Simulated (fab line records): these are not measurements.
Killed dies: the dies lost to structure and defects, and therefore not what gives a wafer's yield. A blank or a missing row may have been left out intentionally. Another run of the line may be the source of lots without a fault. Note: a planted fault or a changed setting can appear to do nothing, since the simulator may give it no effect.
What tool caused it? -- flow berkeley cmos170 -- Sampling: 14 lots, 42 wafers, 5 of 331 route steps

== WHAT THE GAUGES READ, wafer by wafer ==
UCB170_NSD_CD_MEAS_06: target cd 1200 nm. Usual: 1200.4 nm for cd nm, sd 1.1.
lot,measured,on,cd nm (nm),flag
L359,day 7 06:17,cd sem-02,1199.2 1199.4 1199.5,
L358,day 7 06:56,cd sem-02,1200.9 1201.5 1201.6,
L360,day 7 19:23,cd sem-02,1200.2 1198.8 1201.6,
L362,day 8 03:09,cd sem-01,1201.3 1200.3 1199.8,
L365,day 9 03:26,cd sem-01,1200.3 1201.1 1200.9,
L368,day 9 12:37,cd sem-01,1198.4 1198.9 1198.6,
L367,day 9 12:55,cd sem-02,1201.1 1201.9 1202.3,
L369,day 9 18:59,cd sem-01,1199.0 1200.4 1200.0,
L372,day 10 04:41,cd sem-01,1199.2 1198.9 1197.2,
L371,day 10 04:43,cd sem-02,1201.6 1201.5 1202.4,
L375,day 11 06:38,cd sem-02,1200.2 1198.9 1198.4,
L376,day 11 07:06,cd sem-02,1201.1 1200.8 1202.0,
L378,day 11 11:31,cd sem-01,1198.5 1199.4 1199.4,
L377,day 11 16:55,cd sem-01,1201.2 1200.6 1201.0,

UCB170_NSD_OVL_MEAS_07. Usual: NSD_OVL gives 2 nm (standard deviation 6.1).
lot,measured,on,NSD_OVL (nm),flag
L359,day 7 06:25,overlay-01,-7 -4 -7,
L358,day 7 07:01,overlay-02,10 5 4,
L360,day 7 19:30,overlay-01,6 -2 3,
L362,day 8 03:16,overlay-01,-4 -1 -3,
L365,day 9 03:33,overlay-01,10 -3 6,
L368,day 9 12:44,overlay-02,-1 3 2,
L367,day 9 13:02,overlay-02,7 10 13,
L369,day 9 19:05,overlay-02,-9 -12 -5,
L372,day 10 04:46,overlay-01,3 6 -4,
L371,day 10 04:50,overlay-02,7 -3 5,
L375,day 11 06:46,overlay-02,14 7 9,
L376,day 11 07:11,overlay-01,-2 2 -1,
L378,day 11 11:38,overlay-01,-1 8 7,
L377,day 11 17:02,overlay-02,-8 3 -4,

== WHICH TOOL RAN EACH LOT (tool, then ch and the chambers of the sampled wafers, then the start) ==
lot,UCB170_NLDD_STRIP_10,UCB170_PSD_COAT_01,UCB170_PSD_STRIP_09
L359,"plasma asher-02 ch 0,1, day 6 20:20","litho track-01 ch 0, day 7 02:55","plasma asher-03 ch 0,1, day 7 04:11"
L358,"plasma asher-04 ch 0,1, day 6 20:39","litho track-03 ch 0, day 7 02:58","plasma asher-04 ch 0,1, day 7 04:23"
L360,"plasma asher-03 ch 0,1, day 7 10:44","litho track-02 ch 0, day 7 17:02","plasma asher-03 ch 0,1, day 7 18:05"
L362,"plasma asher-04 ch 0,1, day 7 19:34","litho track-03 ch 0, day 8 00:50","plasma asher-01 ch 0,1, day 8 01:52"
L365,"plasma asher-04 ch 0,1, day 8 16:47","litho track-03 ch 0, day 9 00:22","plasma asher-04 ch 0,1, day 9 01:33"
L368,"plasma asher-04 ch 0,1, day 9 04:20","litho track-03 ch 0, day 9 10:20","plasma asher-01 ch 0,1, day 9 11:26"
L367,"plasma asher-04 ch 1, day 9 04:41","litho track-01 ch 0, day 9 10:20","plasma asher-04 ch 0,1, day 9 11:32"
L369,"plasma asher-04 ch 0,1, day 9 10:14","litho track-02 ch 0, day 9 16:32","plasma asher-04 ch 0,1, day 9 17:38"
L372,"plasma asher-02 ch 0,1, day 9 19:02","litho track-02 ch 0, day 10 00:28","plasma asher-03 ch 0,1, day 10 02:00"
L371,"plasma asher-03 ch 0,1, day 9 19:15","litho track-03 ch 0, day 10 00:38","plasma asher-03 ch 0,1, day 10 02:17"
L375,"plasma asher-04 ch 0,1, day 10 22:28","litho track-02 ch 0, day 11 03:08","plasma asher-04 ch 0,1, day 11 04:08"
L376,"plasma asher-04 ch 0,1, day 10 22:47","litho track-01 ch 0, day 11 03:15","plasma asher-01 ch 0,1, day 11 04:25"
L378,"plasma asher-02 ch 0,1, day 11 02:47","litho track-03 ch 0, day 11 08:35","plasma asher-01 ch 0,1, day 11 10:13"
L377,"plasma asher-03 ch 0,1, day 11 08:20","litho track-02 ch 0, day 11 14:18","plasma asher-01 ch 0,1, day 11 15:31"
- UCB170_NLDD_STRIP_10: strips in O2.
- UCB170_PSD_COAT_01: resist thk 900 nm.
- UCB170_PSD_STRIP_09: strips in O2.

== WHAT THE TOOLS THEMSELVES READ (means of the sampled wafers that have a number; where no wafer has one, the mark that the record gives instead) ==
UCB170_NLDD_STRIP_10. Usual: drypump motor current A 5.8 A, standard deviation 0.43; oes product au 0.734 a.u., standard deviation 0.0046; strip time to endpoint s 21.62 s, standard deviation 0.062.
lot,tool,drypump motor current A (A),oes product au (a.u.),strip time to endpoint s (s),flag
L359,plasma asher-02,5.7,0.734,21.59,
L358,plasma asher-04,5.7,0.730,21.63,
L360,plasma asher-03,6.0,0.734,21.57,
L362,plasma asher-04,6.0,0.737,21.58,
L365,plasma asher-04,5.7,0.735,21.57,
L368,plasma asher-04,6.0,0.739,21.61,
L367,plasma asher-04,6.4,0.734,21.62,
L369,plasma asher-04,6.0,0.733,21.61,
L372,plasma asher-02,5.7,0.731,21.68,
L371,plasma asher-03,6.0,0.736,21.70,
L375,plasma asher-04,5.7,0.732,21.69,
L376,plasma asher-04,6.1,0.740,21.71,
L378,plasma asher-02,5.6,0.736,21.73,
L377,plasma asher-03,5.8,0.736,21.64,

UCB170_PSD_COAT_01. Usual: 1500.1 rpm for spin speed rpm, sd 1.1.
lot,tool,spin speed rpm (rpm),flag
L359,litho track-01,1501.6,
L358,litho track-03,1501.5,
L360,litho track-02,1500.1,
L362,litho track-03,1499.9,
L365,litho track-03,1499.8,
L368,litho track-03,1500.4,
L367,litho track-01,1498.6,
L369,litho track-02,1500.9,
L372,litho track-02,1500.4,
L371,litho track-03,1499.6,
L375,litho track-02,1500.5,
L376,litho track-01,1500.5,
L378,litho track-03,1498.5,
L377,litho track-02,1500.5,

UCB170_PSD_STRIP_09. Usual: drypump motor current A 6.0 A, standard deviation 0.44; oes product au 0.601 a.u., standard deviation 0.0046; strip time to endpoint s 29.43 s, standard deviation 0.07.
lot,tool,drypump motor current A (A),oes product au (a.u.),strip time to endpoint s (s),flag
L359,plasma asher-03,6.0,0.602,29.40,
L358,plasma asher-04,6.0,0.597,29.54,
L360,plasma asher-03,6.0,0.601,29.47,
L362,plasma asher-01,6.2,0.602,29.42,
L365,plasma asher-04,6.1,0.604,29.41,
L368,plasma asher-01,6.2,0.595,29.49,
L367,plasma asher-04,6.0,0.601,29.27,
L369,plasma asher-04,5.7,0.598,29.47,
L372,plasma asher-03,6.0,0.605,29.45,
L371,plasma asher-03,6.0,0.601,29.46,
L375,plasma asher-04,6.0,0.597,28.28,OFF
L376,plasma asher-01,6.2,0.604,29.49,
L378,plasma asher-01,6.2,0.599,29.29,
L377,plasma asher-01,6.2,0.595,28.27,OFF

== THE ANSWER, worked out from the rows above alone ==
Rule: a lot is off if the mean of its wafers that have a number lies more than 3 standard deviations from the usual mean. Also off: a lot with no number at a reading for which 4 or more lots have one. All remaining lots with rows at the step are treated as sound. Order of review: gauges by route order, followed by the tools' own readings, for which a lot's mean as printed above is used. The first step at which some lot is off is used, and at that step the reading that is off furthest; a lot without a number counts as furthest.
Off, at UCB170_PSD_STRIP_09 on strip time to endpoint s: L375, L377.
If a tool, at that step or one of the process steps before it, ran each lot that is off and ran no sound lot following the first of them, it fits. One candidate fits, namely litho track-02 at UCB170_PSD_COAT_01. Its last sound lot is L372 (day 10 00:28), its first lot that is off L375 (day 11 03:08): a fault that began between those two fits.

== WHAT WAS PUT IN BY THE SIMULATOR ==
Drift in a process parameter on litho track-02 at UCB170_PSD_COAT_01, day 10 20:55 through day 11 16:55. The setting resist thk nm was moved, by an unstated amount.
Shown lots that were struck: L375, L377. The rule given above showed the same thing.
